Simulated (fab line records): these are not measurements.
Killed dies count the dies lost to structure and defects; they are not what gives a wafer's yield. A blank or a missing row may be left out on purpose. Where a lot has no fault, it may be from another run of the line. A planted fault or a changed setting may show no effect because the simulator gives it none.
Chamber matching / flow berkeley cmos170 / rie diel-03 running UCB170_M2_ETCH_17: 4 sister chambers
The step etches BARC in N2/H2. 8 wafers are shown with their chamber, then 10 later ones without.

WAFERS PAIRED WITH THEIR CHAMBERS
wafer=L077.6; chamber=1; drypump motor current A (A)=6.5; throttle valve pct (%)=13.38
wafer=L081.3; chamber=1; drypump motor current A (A)=6.5; throttle valve pct (%)=13.37
wafer=L086.5; chamber=0; drypump motor current A (A)=6.0; throttle valve pct (%)=13.15
wafer=L086.6; chamber=3; drypump motor current A (A)=4.8; throttle valve pct (%)=13.54
wafer=L084.2; chamber=0; drypump motor current A (A)=6.0; throttle valve pct (%)=13.14
wafer=L084.5; chamber=2; drypump motor current A (A)=5.8; throttle valve pct (%)=13.38
wafer=L088.1; chamber=2; drypump motor current A (A)=5.8; throttle valve pct (%)=13.37
wafer=L088.4; chamber=3; drypump motor current A (A)=4.9; throttle valve pct (%)=13.53

WAFERS WITH NO CHAMBER GIVEN
wafer=L088.5; drypump motor current A (A)=6.0; throttle valve pct (%)=13.14
wafer=L092.1; drypump motor current A (A)=5.8; throttle valve pct (%)=13.38
wafer=L092.2; drypump motor current A (A)=6.5; throttle valve pct (%)=13.38
wafer=L092.6; drypump motor current A (A)=4.9; throttle valve pct (%)=13.53
wafer=L095.2; drypump motor current A (A)=5.9; throttle valve pct (%)=13.38
wafer=L095.3; drypump motor current A (A)=4.9; throttle valve pct (%)=13.53
wafer=L095.5; drypump motor current A (A)=6.0; throttle valve pct (%)=13.14
wafer=L094.3; drypump motor current A (A)=5.9; throttle valve pct (%)=13.37
wafer=L094.4; drypump motor current A (A)=6.0; throttle valve pct (%)=13.16
wafer=L094.5; drypump motor current A (A)=4.8; throttle valve pct (%)=13.53

CHAMBER TAKEN BY EACH
wafer=L088.5; from the rows above=0; in truth=0
wafer=L092.1; from the rows above=2; in truth=2
wafer=L092.2; from the rows above=1; in truth=1
wafer=L092.6; from the rows above=3; in truth=3
wafer=L095.2; from the rows above=2; in truth=2
wafer=L095.3; from the rows above=3; in truth=3
wafer=L095.5; from the rows above=0; in truth=0
wafer=L094.3; from the rows above=2; in truth=2
wafer=L094.4; from the rows above=0; in truth=0
wafer=L094.5; from the rows above=3; in truth=3
Correctly placed: 10 of 10. Not placeable from these rows: 0. Wrongly placed: 0.
How it was worked out, from the rows above alone: a wafer's distance from a chamber is the root of the sum, over the readings, of the square of ((its reading less the chamber's mean) divided by the reading's scatter). If the next closest chamber is less than 2 further off than the closest, the wafer can't be placed; otherwise it belongs to the closest. A chamber's mean is the mean of its shown wafers. The scatter is the square root of a quotient: the sum, over the shown wafers, of each reading's squared deviation from its chamber's mean, divided by wafers minus chambers.
